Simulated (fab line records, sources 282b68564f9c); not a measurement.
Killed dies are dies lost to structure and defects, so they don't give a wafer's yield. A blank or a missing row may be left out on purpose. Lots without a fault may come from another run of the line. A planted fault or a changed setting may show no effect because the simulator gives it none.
fab line records | flow rit_cmos | part 2 of 2: steps 29 to 36 of 36
record lots=5 wafers=15 last_day=7
route steps=202 shown PSD@145 SDANNEAL@153 NSD@158 PLDD@159 NLDD@160 SILICIDE@161 CONTACT@168
lots that met no fault: from a run of the same line without faults
start_h: hours from the record's first day to the start of the lot's first wafer shown | wait_h: hours since the lot's step before | " the same as in the row above | L1.1+2: a row that stands for several wafers | - no value, or no start given | * or withheld: withheld | < > ~ a bound
route shown NAME@n: a module of which the file shows steps, and the number in the route of the first | usual: mean/standard deviation of fault-free wafers | same: alike in all rows | chamber/n: place in a boat | sites: the reading at each site | _std_site: their standard deviation | _edge_site: outer sites' mean less inner sites' | radius_mm: how far each site lies from the wafer's centre | mask NAME#n: copy n | behind: the tool/chamber that last shaped the wafer | hold: why the lot was held/for how many hours/how that ended | device: the transistor (n, p or np) that didn't switch | end of line: the same wafers' tests at the end of the route | a step without rows: its recipe alone | killed: dies lost to structure and defects at the first sort, not the wafer's yield | map: a wafer's dies, x killed, . not, _ none there
set.NAME: the setting as run; set.NAME@STEP: as run at that earlier step | model.NAME: the simulator's own value behind a step, which no gauge read
lots at some steps of the route; a table a step, a row a wafer
services: from which hour (start_h, from the record's first day; less than 0 if before it) a tool's chamber was out of use, for how many hours, and why
## steps
# step RIT_CONTACT_EXPOSE_05
# recipe mask_id=M11 na=0.6 source_shape=conventional sigma_outer=0.5 target_cd_nm=1000 dose_mj=250
# usual reticle_temp_C=23.03/0.11
# same na=0.6
# columns lot.wafer tool chamber start_h wait_h mask reticle_temp_C
L081.1 iline_stepper-01 0 87.74 0.2 M11#0 23.05
L081.3 " 0 " " M11#0 23.15
L081.4 " 0 " " M11#0 23.07
L089.2 iline_stepper-02 0 126.98 0.2 M11#0 22.85
L089.3 " 0 " " M11#0 22.82
L089.5 " 0 " " M11#0 22.88
L091.1 iline_stepper-01 0 135.99 0.1 M11#0 23.19
L091.4 " 0 " " M11#0 23.26
L091.6 " 0 " " M11#0 23.20
L093.2 iline_stepper-01 0 147.46 0.1 M11#0 22.91
L093.3 " 0 " " M11#0 23.04
L093.5 " 0 " " M11#0 23.23
L095.2 iline_stepper-02 0 157.63 0.1 M11#0 23.07
L095.3 " 0 " " M11#0 23.01
L095.4 " 0 " " M11#0 22.86
# step RIT_CONTACT_PEB_06
# recipe resist=NOVOLAK temp_c=withheld time_s=withheld
# usual chill_plate_temp_C=*
# columns lot.wafer tool chamber start_h wait_h chill_plate_temp_C
L081.1 litho_track-04 0 87.85 0.1 *
L081.3 " 0 " " *
L081.4 " 0 " " *
L089.2 litho_track-03 0 127.10 0.1 *
L089.3 " 0 " " *
L089.5 " 0 " " *
L091.1 litho_track-02 0 136.11 0.1 *
L091.4 " 0 " " *
L091.6 " 0 " " *
L093.2 litho_track-02 0 147.58 0.1 *
L093.3 " 0 " " *
L093.5 " 0 " " *
L095.2 litho_track-02 0 157.75 0.1 *
L095.3 " 0 " " *
L095.4 " 0 " " *
# step RIT_CONTACT_DEVELOP_07
# recipe resist=NOVOLAK develop_time_s=120 dev_temp_c=23
# usual chill_plate_temp_C=23.03/0.11
# columns lot.wafer tool chamber start_h wait_h chill_plate_temp_C
L081.1 litho_track-04 0 - - 23.12
L081.3 " 0 " " 23.22
L081.4 " 0 " " 23.17
L089.2 litho_track-03 0 - - 22.87
L089.3 " 0 " " 22.90
L089.5 " 0 " " 22.86
L091.1 litho_track-02 0 - - 23.04
L091.4 " 0 " " 22.93
L091.6 " 0 " " 23.13
L093.2 litho_track-02 0 - - 23.03
L093.3 " 0 " " 23.08
L093.5 " 0 " " 23.12
L095.2 litho_track-02 0 - - 23.00
L095.3 " 0 " " 22.93
L095.4 " 0 " " 22.94
# step RIT_CONTACT_CD_MEAS_08
# recipe target_cd_nm=1000
# usual cd_nm=999.8/2.8
# columns lot.wafer tool chamber start_h wait_h cd_nm
L081.1 cd_sem-02 - 88.25 - 1000.2
L081.3 " - " " 1000.1
L081.4 " - " " 999.8
L089.2 cd_sem-02 - 127.49 - 1003.9
L089.3 " - " " 1003.8
L089.5 " - " " 1006.0
L091.1 cd_sem-01 - 136.51 - 999.8
L091.4 " - " " 997.4
L091.6 " - " " 998.7
L093.2 cd_sem-01 - 147.97 - 1000.4
L093.3 " - " " 1004.4
L093.5 " - " " 1003.1
L095.2 cd_sem-02 - 158.15 - 999.2
L095.3 " - " " 999.7
L095.4 " - " " 1001.0
# step RIT_CONTACT_OVL_MEAS_09
# usual CONTACT_OVL=-1.0/1.4
# columns lot.wafer tool chamber start_h wait_h CONTACT_OVL[nm]
L081.1 overlay-01 - 88.37 0.1 -0.5
L081.3 " - " " -0.1
L081.4 " - " " -0.6
L089.2 overlay-02 - 127.60 0.1 -0.8
L089.3 " - " " -2.2
L089.5 " - " " -1.1
L091.1 overlay-02 - 136.63 0.1 -2.1
L091.4 " - " " -3.2
L091.6 " - " " -1.6
L093.2 overlay-02 - 148.08 0.1 -0.4
L093.3 " - " " -1.3
L093.5 " - " " 0.0
L095.2 overlay-01 - 158.26 0.1 0.8
L095.3 " - " " -1.4
L095.4 " - " " -0.3
# step RIT_CONTACT_HARDBAKE_10
# recipe resist=NOVOLAK temp_c=140 time_s=60
# usual chill_plate_temp_C=23.01/0.11
# columns lot.wafer tool chamber start_h wait_h chill_plate_temp_C
L081.1 litho_track-03 0 88.41 0.0 23.19
L081.3 " 0 " " 23.28
L081.4 " 0 " " 23.19
L089.2 litho_track-03 0 127.65 0.0 22.94
L089.3 " 0 " " 22.95
L089.5 " 0 " " 22.99
L091.1 litho_track-04 0 136.66 0.0 22.73
L091.4 " 0 " " 22.87
L091.6 " 0 " " 22.80
L093.2 litho_track-03 0 148.14 0.0 23.14
L093.3 " 0 " " 22.99
L093.5 " 0 " " 22.98
L095.2 litho_track-04 0 158.31 0.0 22.87
L095.3 " 0 " " 22.80
L095.4 " 0 " " 22.77
# step RIT_CONTACT_ETCH_11
# recipe target_depth_a=4800 over_etch_frac=0.2 stop_on=TiSi2 chemistry=CHF3/CF4/Ar target=SiO2 CHF3_flow_sccm=50 cf4_flow_sccm=10 Ar_flow_sccm=100 O2_flow_sccm=5 pressure_mtorr=100 rf_w=200 time_s=320
# usual CHF3_flow_sccm=50.00/0.13 O2_flow_sccm=5.001/0.015 drypump_motor_current_A=5.9/0.42 oes_product_au=0.995/0.015 throttle_valve_pct=8.92/0.15
# columns lot.wafer tool chamber start_h wait_h CHF3_flow_sccm O2_flow_sccm drypump_motor_current_A oes_product_au rf_hours_counter_h throttle_valve_pct
L081.1 rie_diel-04 1 88.56 0.1 49.83 4.987 5.4 1.010 106 9.17
L081.3 " 0 " " 50.06 5.008 5.3 1.004 152 9.01
L081.4 " 2 " " 50.03 4.995 5.6 0.996 43 8.60
L089.2 rie_diel-01 3 127.78 0.1 50.01 4.997 6.2 1.003 24 9.05
L089.3 " 1 " " 49.69 5.004 6.5 0.969 116 8.79
L089.5 " 1 " " 49.68 5.009 6.6 0.973 - 8.78
L091.1 rie_diel-03 1 136.81 0.1 49.81 5.003 5.7 1.004 95 8.77
L091.4 " 2 " " 49.91 5.018 6.4 0.999 105 9.04
L091.6 " 2 " " 49.82 5.011 6.4 0.998 - 9.03
L093.2 rie_diel-04 3 148.26 0.1 49.99 4.992 5.9 0.952 139 8.82
L093.3 " 2 " " 50.10 4.982 5.6 0.988 43 8.60
L093.5 " 3 " " 50.21 5.003 5.9 0.966 - 8.81
L095.2 rie_diel-03 1 158.44 0.1 49.86 5.004 5.7 1.005 95 8.75
L095.3 " 2 " " 50.04 4.999 6.4 0.998 106 9.02
L095.4 " 3 " " 50.02 5.010 6.0 1.001 10 9.00
# step RIT_CONTACT_STRIP_12
# recipe chemistry=O2 time_s=180 resist=NOVOLAK platen_temp_c=withheld power_w=500 pressure_mtorr=4000 o2_flow_sccm=4000
# usual drypump_motor_current_A=5.4/0.5
# columns lot.wafer tool chamber start_h wait_h drypump_motor_current_A rf_hours_counter_h
L081.1 plasma_asher-02 0 88.75 0.1 5.7 30
L081.3 " 1 " " 4.7 -
L081.4 " 0 " " 5.7 -
L089.2 plasma_asher-04 0 127.97 0.1 5.9 1
L089.3 " 0 " " 5.9 -
L089.5 " 1 " " 5.4 -
L091.1 plasma_asher-03 0 137.06 0.2 4.7 49
L091.4 " 0 " " 4.7 -
L091.6 " 0 " " 4.7 -
L093.2 plasma_asher-02 0 148.45 0.1 5.7 36
L093.3 " 0 " " 5.7 -
L093.5 " 0 " " 5.7 -
L095.2 plasma_asher-04 1 158.63 0.1 5.3 5
L095.3 " 1 " " 5.4 -
L095.4 " 0 " " 5.9 -
## services
# columns tool chamber start_h hours kind
rie_diel-03 - 63.17 1.2 repair
implanter-04 - 63.58 4.0 pm
rie_diel-03 1 67.11 4.3 repair
rie_diel-03 0 69.56 6.8 repair
rie_diel-03 2 74.67 8.6 repair
pecvd-02 2 79.26 4.0 repair
implanter-04 - 81.70 2.1 repair
rie_diel-03 0 83.14 16.3 repair
pecvd-04 - 90.09 2.8 pm
implanter-02 - 102.93 2.7 repair
plasma_asher-04 - 108.75 9.0 pm
plasma_asher-04 0 108.75 9.0 vent_cycle
plasma_asher-04 1 108.75 9.0 vent_cycle
plasma_asher-02 - 112.24 1.4 repair
plasma_asher-04 0 117.75 - clean
plasma_asher-04 1 117.75 - clean
iline_stepper-02 - 129.54 4.4 pm
plasma_asher-02 - 136.57 2.0 repair
rie_diel-04 0 137.94 - clean
implanter-02 - 138.28 5.8 repair
pecvd-04 - 141.19 5.5 pm
implanter-04 - 146.54 4.0 repair
iline_stepper-01 - 154.13 0.7 repair
plasma_asher-03 - 154.80 15.6 pm
